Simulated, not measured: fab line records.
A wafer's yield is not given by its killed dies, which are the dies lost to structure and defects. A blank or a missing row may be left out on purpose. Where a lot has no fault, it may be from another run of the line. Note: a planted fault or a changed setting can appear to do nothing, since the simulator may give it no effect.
fab line records    flow berkeleyCmos170    part 2 of 2: steps 34 to 44 of 44
record: lots: 5  wafers: 15  lastDay: 12
route steps=331 shown PWELL@54 WELLDRIVE@55 ACTIVE@60 PFIELD@79 FIELD@89 SACOX@97
lots that met no fault: from a run of the same line without faults
startH: hours from the record's opening day to when the first of the lot's shown wafers began    waitH: how many hours have passed since the lot's step before this one    " the same as in the row above    L1.1+2: a single row standing in for several wafers    - no value, or no start given    * or withheld: withheld    < > ~ a bound
route shown NAME@n: names a module that has steps shown in the file, with the first one's number in the route    usual: average and standard deviation across the fault-free wafers    same: alike in all rows    chamber/n: place in a boat    sites: the reading at each site    _std_site: standard deviation of those values    _edge_site: inner sites' mean taken away from outer sites' mean    radiusMm: how far each site lies from the wafer's centre    mask NAME#n: copy n    behind: the most recent tool/chamber to have shaped the wafer    hold: what put the lot on hold/how long, in hours/how the hold closed    device: whichever transistor did not switch (one of n, p or np)    end of line: tests run on the same wafers once the route is complete    step lacking rows: just its recipe    killed: dies that structure and defects cost at the first sort, which is not the same as the wafer's yield    map: a wafer's dies, x killed, . not, _ none there
set.NAME: the setting as run; set.NAME@STEP: as run at that earlier step    model.NAME: the simulator's own value behind a step, which no gauge read
a table for each step, a row for each wafer; lots at some steps of the route
services: when a tool's chamber went out of use (startH, in hours from the record's first day, below 0 if earlier), for how many hours, and the reason
== steps ==
step: UCB170_PFIELD_STRIP_08
recipe: chemistry: O2  powerW: 400  pressureMtorr: 3500  platenTempC: withheld  o2FlowSccm: 400  overashFraction: 0.5
usual: drypumpMotorCurrentA: 6.0/0.64  oesProductAu: 0.734/0.0051  stripTimeToEndpointS: 21.65/0.066
lot.wafer  tool            chamber  startH  waitH  drypumpMotorCurrentA  oesProductAu  rfHoursCounterH  stripTimeToEndpointS
L074.3     plasmaAsher-03  0        100.17  0.1    5.4                   0.739         -                21.55
L074.4     "               1        "       "      6.6                   0.736         -                21.60
L074.5     "               1        "       "      6.6                   0.731         -                21.54
L093.1     plasmaAsher-02  0        175.16  0.1    6.5                   0.732         46               21.60
L093.5     "               1        "       "      5.6                   0.726         -                21.65
L093.6     "               0        "       "      6.6                   0.731         -                21.71
L090.4     plasmaAsher-03  0        183.77  0.1    5.4                   0.738         -                21.58
L090.5     "               0        "       "      5.3                   0.739         -                21.62
L090.6     "               1        "       "      6.6                   0.735         -                21.61
L095.2     plasmaAsher-02  0        194.99  0.1    6.5                   0.732         49               21.63
L095.3     "               0        "       "      6.5                   0.736         -                21.70
L095.6     "               1        "       "      5.6                   0.731         -                21.65
L096.1     plasmaAsher-04  0        195.37  0.1    5.1                   0.722         9                21.69
L096.3     "               0        "       "      5.1                   0.723         -                21.65
L096.6     "               0        "       "      5.1                   0.741         -                21.71
step: UCB170_PFIELD_TW_MEAS_09
usual: PFIELD_TW: 595/4.6
lot.wafer  tool          chamber  startH  waitH  PFIELD_TW
L074.3     filmMetro-04  -        100.25  0.1    590
L074.4     "             -        "       "      589
L074.5     "             -        "       "      589
L093.1     filmMetro-04  -        175.26  0.1    593
L093.5     "             -        "       "      593
L093.6     "             -        "       "      594
L090.4     filmMetro-02  -        183.86  0.1    599
L090.5     "             -        "       "      602
L090.6     "             -        "       "      599
L095.2     filmMetro-02  -        195.10  0.1    596
L095.3     "             -        "       "      593
L095.6     "             -        "       "      595
L096.1     filmMetro-02  -        195.47  0.1    598
L096.3     "             -        "       "      597
L096.6     "             -        "       "      599
step: UCB170_FIELD_CLEAN_00
recipe: chemistry: dHF  dilution: 25:1  timeS: 7.5
same: timeS: 7.5
lot.wafer   tool         chamber  startH  waitH
L074.3+4+5  wetBench-02  2        100.29  0.0
L093.1+5+6  wetBench-02  3        175.45  0.2
L090.4+5+6  wetBench-02  3        183.89  0.0
L095.2+3+6  wetBench-02  0        195.15  0.0
L096.1+3+6  wetBench-02  0        195.66  0.2
step: UCB170_FIELD_OXIDATION_01
recipe: tempC: 1000  ambient: H2O  pH2oTorr: 584.62  targetThkA: 5583  oxTimeS: 7200
usual: oxTempCMax: 1005.6/1.2  spikeTcSourceC: 1020.8/1.2
lot.wafer  tool        chamber  startH  waitH  oxTempCMax  spikeTcSourceC
L074.3     furnace-02  0        101.98  1.7    1005.9      1022.3
L074.4     "           0        "       "      1005.8      1022.5
L074.5     "           0        "       "      1005.4      1022.8
L093.1     furnace-01  0        177.66  2.2    1007.1      1020.7
L093.5     "           0        "       "      1005.8      1020.9
L093.6     "           0        "       "      1004.3      1020.5
L090.4     furnace-04  0        187.11  3.2    1004.8      1021.4
L090.5     "           0        "       "      1004.1      1020.0
L090.6     "           0        "       "      1004.4      1021.9
L095.2     furnace-02  0        199.38  4.2    1004.2      1023.9
L095.3     "           0        "       "      1004.9      1022.3
L095.6     "           0        "       "      1006.8      1022.7
L096.1     furnace-02  0        199.38  3.7    1005.9      1020.6
L096.3     "           0        "       "      1004.2      1021.3
L096.6     "           0        "       "      1008.3      1023.4
step: UCB170_FIELD_THK_MEAS_02
recipe: reads: SiO2_of_FIELD_OXIDATION_01
usual: FIELD_OXIDE_THK: 558/9.3
lot.wafer  tool          chamber  startH  waitH  FIELD_OXIDE_THK[nm]
L074.3     filmMetro-04  -        105.06  0.1    561
L074.4     "             -        "       "      568
L074.5     "             -        "       "      551
L093.1     filmMetro-04  -        180.78  0.1    548
L093.5     "             -        "       "      558
L093.6     "             -        "       "      559
L090.4     filmMetro-02  -        190.14  0.0    547
L090.5     "             -        "       "      539
L090.6     "             -        "       "      541
L096.1     filmMetro-02  -        202.38  0.0    567
L096.3     "             -        "       "      557
L096.6     "             -        "       "      568
L095.2     filmMetro-04  -        202.39  0.0    565
L095.3     "             -        "       "      569
L095.6     "             -        "       "      563
step: UCB170_FIELD_ANNEAL_03
recipe: tempC: 1000  timeS: 1200  ambient: N2
usual: spikeTcSourceC: 1021.2/1.3
same: timeS: 1200
lot.wafer  tool        chamber  startH  waitH  spikeTcSourceC
L074.3     furnace-04  0        110.92  5.9    1020.2
L074.4     "           0        "       "      1018.2
L074.5     "           0        "       "      1019.7
L093.1     furnace-01  0        184.83  4.0    1020.5
L093.5     "           0        "       "      1021.1
L093.6     "           0        "       "      1019.8
L090.4     furnace-04  0        195.11  5.0    1021.3
L090.5     "           0        "       "      1021.6
L090.6     "           0        "       "      1019.5
L095.2     furnace-02  0        206.73  4.3    1021.4
L095.3     "           0        "       "      1021.8
L095.6     "           0        "       "      1022.5
L096.1     furnace-02  0        206.73  4.3    1021.5
L096.3     "           0        "       "      1022.3
L096.6     "           0        "       "      1023.4
step: UCB170_FIELD_WET_ETCH_04
recipe: chemistry: dHF  dilution: 10:1  target: SiO2  tempC: 25  timeS: 60
same: timeS: 60
lot.wafer   tool         chamber  startH  waitH
L074.3+4+5  wetBench-02  0        112.54  0.3
L093.1+5+6  wetBench-02  0        186.19  0.0
L090.4+5+6  wetBench-02  3        196.62  0.2
L095.2+3+6  wetBench-04  3        208.07  0.0
L096.1+3+6  wetBench-04  3        208.07  0.0
step: UCB170_FIELD_WET_ETCH_05
recipe: chemistry: H3PO4  target: Si3N4  tempC: 160  timeS: 12600
same: timeS: 12600
lot.wafer   tool         chamber  startH  waitH
L074.3+4+5  wetBench-02  2        112.59  0.0
L093.1+5+6  wetBench-02  0        186.21  0.0
L090.4+5+6  wetBench-02  0        196.64  0.0
L095.2+3+6  wetBench-02  0        208.09  0.0
L096.1+3+6  wetBench-02  3        208.09  0.0
step: UCB170_FIELD_WET_ETCH_06
recipe: chemistry: BOE  dilution: 5:1  target: SiO2  tempC: 25  timeS: 22
same: timeS: 22
lot.wafer   tool         chamber  startH  waitH
L074.3+4+5  wetBench-02  1        121.25  1.0
L093.1+5+6  wetBench-04  3        189.79  0.1
L090.4+5+6  wetBench-04  0        200.15  0.0
L095.2+3+6  wetBench-02  1        212.17  0.6
L096.1+3+6  wetBench-02  1        212.17  0.6
step: UCB170_FIELD_THK_MEAS_90
recipe: reads: SiO2_of_FIELD_OXIDATION_01
usual: FIELD_OXIDE_LEFT_1_THK: 441/9.2
lot.wafer  tool          chamber  startH  waitH  FIELD_OXIDE_LEFT_1_THK[nm]
L074.3     filmMetro-02  -        121.30  0.0    444
L074.4     "             -        "       "      451
L074.5     "             -        "       "      435
L093.1     filmMetro-04  -        189.80  0.0    432
L093.5     "             -        "       "      442
L093.6     "             -        "       "      443
L090.4     filmMetro-02  -        200.20  0.0    430
L090.5     "             -        "       "      422
L090.6     "             -        "       "      424
L096.1     filmMetro-04  -        212.19  0.0    450
L096.3     "             -        "       "      440
L096.6     "             -        "       "      450
L095.2     filmMetro-02  -        212.20  0.0    447
L095.3     "             -        "       "      451
L095.6     "             -        "       "      446
step: UCB170_SACOX_CLEAN_00
recipe: chemistry: dHF  dilution: 25:1  timeS: 7.5
same: timeS: 7.5
lot.wafer   tool         chamber  startH  waitH
L074.3+4+5  wetBench-02  3        121.67  0.4
L093.1+5+6  wetBench-04  0        189.86  0.1
L090.4+5+6  wetBench-02  1        200.23  0.0
L095.2+3+6  wetBench-02  1        212.33  0.1
L096.1+3+6  wetBench-02  0        212.33  0.1
== services ==
tool            chamber  startH  hours  kind
lpcvd-02        -        46.75   2.3    repair
furnace-02      -        61.60   3.4    pm
furnace-01      -        61.90   3.9    pm
furnace-02      -        66.62   16.7   repair
rieDiel-03      -        71.16   0.5    repair
krfScanner-02   -        76.70   0.2    repair
krfScanner-01   -        89.98   0.7    repair
furnace-02      -        95.84   2.6    pm
furnace-04      -        103.40  3.4    pm
krfScanner-01   -        105.06  1.0    pm
krfScanner-02   -        117.46  1.3    pm
furnace-01      -        122.82  3.1    pm
wetBench-02     -        143.56  14.3   repair
lpcvd-02        -        145.82  6.0    pm
krfScanner-01   -        146.00  0.8    pm
lpcvd-02        -        153.27  1.4    repair
krfScanner-01   -        170.83  1.3    pm
krfScanner-01   -        173.94  3.5    repair
furnace-04      -        174.90  3.3    pm
krfScanner-01   -        177.78  6.8    repair
wetBench-04     -        182.30  2.1    repair
krfScanner-02   -        185.25  4.4    pm
krfScanner-02   -        201.14  1.0    pm
plasmaAsher-02  -        203.56  4.3    pm
